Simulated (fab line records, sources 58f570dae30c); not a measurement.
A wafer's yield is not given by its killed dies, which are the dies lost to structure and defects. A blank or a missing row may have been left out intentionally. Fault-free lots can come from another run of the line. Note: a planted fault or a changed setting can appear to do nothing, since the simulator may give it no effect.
The tool behind it: which one?	flow berkeley_cmos170	7 lots with 21 wafers sampled at 3 steps, on a route of 331 steps

## WHAT THE GAUGES READ, wafer by wafer
UCB170_M1_RS_MEAS_01: a four-point-probe measurement.
lot	measured	on	M1_AL_RS (ohm/sq)
L706	day 7 08:17	film_metro-02	0.0487 0.0485 0.0486
L710	day 8 08:13	film_metro-01	0.0480 0.0486 0.0477
L712	day 8 12:19	film_metro-02	0.0492 0.0488 0.0495
L714	day 9 01:53	film_metro-01	0.0487 0.0485 0.0501
L720	day 10 05:22	film_metro-04	0.0486 0.0484 0.0488
L722	day 10 16:05	film_metro-04	0.0389 0.0392 0.0394
L728	day 11 20:17	film_metro-01	0.0481 0.0481 0.0482

## WHICH TOOL RAN EACH LOT (tool, then ch and the chambers of the sampled wafers, then the start)
lot	UCB170_SDANNEAL_RTA_01	UCB170_M1_SPUTTER_00
L706	rtp_anneal-01 ch 0, day 7 01:35	pvd_sputter-04, day 7 08:14
L710	rtp_anneal-02 ch 0, day 8 01:50	pvd_sputter-03, day 8 08:09
L712	rtp_anneal-02 ch 0, day 8 05:44	pvd_sputter-01, day 8 12:15
L714	rtp_anneal-01 ch 0, day 8 18:52	pvd_sputter-03, day 9 01:49
L720	rtp_anneal-02 ch 0, day 9 22:42	pvd_sputter-03, day 10 05:19
L722	rtp_anneal-01 ch 0, day 10 10:31	pvd_sputter-01, day 10 16:02
L728	rtp_anneal-01 ch 0, day 11 14:35	pvd_sputter-03, day 11 20:14
- UCB170_SDANNEAL_RTA_01: time 5 s.
- UCB170_M1_SPUTTER_00: material Al, target thk 600 nm, time 80 s.

## THE ANSWER, worked out from the rows above alone
Rule: the lots themselves supply what counts as usual. Put in order of their means at a reading, lots are off if they are a third of the lots or fewer, leave a main group of 4 or more, and stand apart from it by a gap of 3 or more times the standard deviation of the main group's means; of several such gaps the widest counts. A main group is skipped when, at the precision printed for the reading in the tables above, its means are all equal. A lot without any number at a reading at which 4 lots or more have one is off too. Where the step has rows for the other lots, those lots are counted as sound.
Off: L722, at UCB170_M1_RS_MEAS_01 (M1_AL_RS). The main group has a mean of 0.0486 ohm/sq with a standard deviation of 0.00042.
If a tool, at a process step before that reading, ran all the lots that are off and no sound lot after the first of them, it fits. Those tools and the gauges at UCB170_M1_RS_MEAS_01 are tried in the same way. Undecided on this evidence; 2 tools fit (pvd_sputter-01 at UCB170_M1_SPUTTER_00, film_metro-04 at UCB170_M1_RS_MEAS_01).

## WHAT THE SIMULATOR HAD PUT IN
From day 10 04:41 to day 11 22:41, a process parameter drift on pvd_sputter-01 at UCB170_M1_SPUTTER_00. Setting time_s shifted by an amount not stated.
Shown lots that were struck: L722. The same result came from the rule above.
